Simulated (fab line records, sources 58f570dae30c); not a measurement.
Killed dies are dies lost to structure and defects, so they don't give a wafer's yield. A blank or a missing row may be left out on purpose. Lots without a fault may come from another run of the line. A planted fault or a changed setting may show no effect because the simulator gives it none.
Chamber matching | flow berkeley_cmos170 | UCB170_SPACER_CVD_00 on pecvd-02: 3 sister chambers
The step deposits SiO2 from TEOS/O2, target thk 376 nm, time 47 s. 3 wafers are shown with their chamber, then 7 later ones without.

WAFERS WITH THEIR CHAMBER
wafer  | chamber | heater_power_w (W)
L363.6 | 0       | 219
L366.3 | 2       | 319
L366.4 | 1       | 230

WAFERS WITHOUT THEIR CHAMBER
wafer  | heater_power_w (W)
L366.5 | 272
L365.1 | 279
L365.5 | 280
L365.6 | 246
L369.1 | 313
L369.2 | 263
L369.5 | 334

WHICH CHAMBER EACH WENT THROUGH
wafer  | from the rows above          | in truth
L366.5 | can't be placed: 1 or 2 or 0 | 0
L365.1 | can't be placed: 2 or 1 or 0 | 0
L365.5 | can't be placed: 2 or 1 or 0 | 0
L365.6 | can't be placed: 1 or 0 or 2 | 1
L369.1 | 2                            | 2
L369.2 | can't be placed: 1 or 0 or 2 | 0
L369.5 | 2                            | 2
Placed correctly: 2 of 7. Can't be placed from these rows: 5 (the true chamber is among the candidates in 5). Placed wrongly: 0.
How it was worked out, from the rows above alone: a wafer's distance from a chamber is the root of the sum, over the readings, of the square of ((its reading less the chamber's mean) divided by the reading's scatter). The wafer belongs to the nearest chamber; if the next one is less than 2 further off, it can't be placed. A chamber's mean is the mean of its shown wafers. The scatter: with one shown wafer a chamber, the root of the mean of the squares of how far each hidden wafer lies from its nearest shown one.
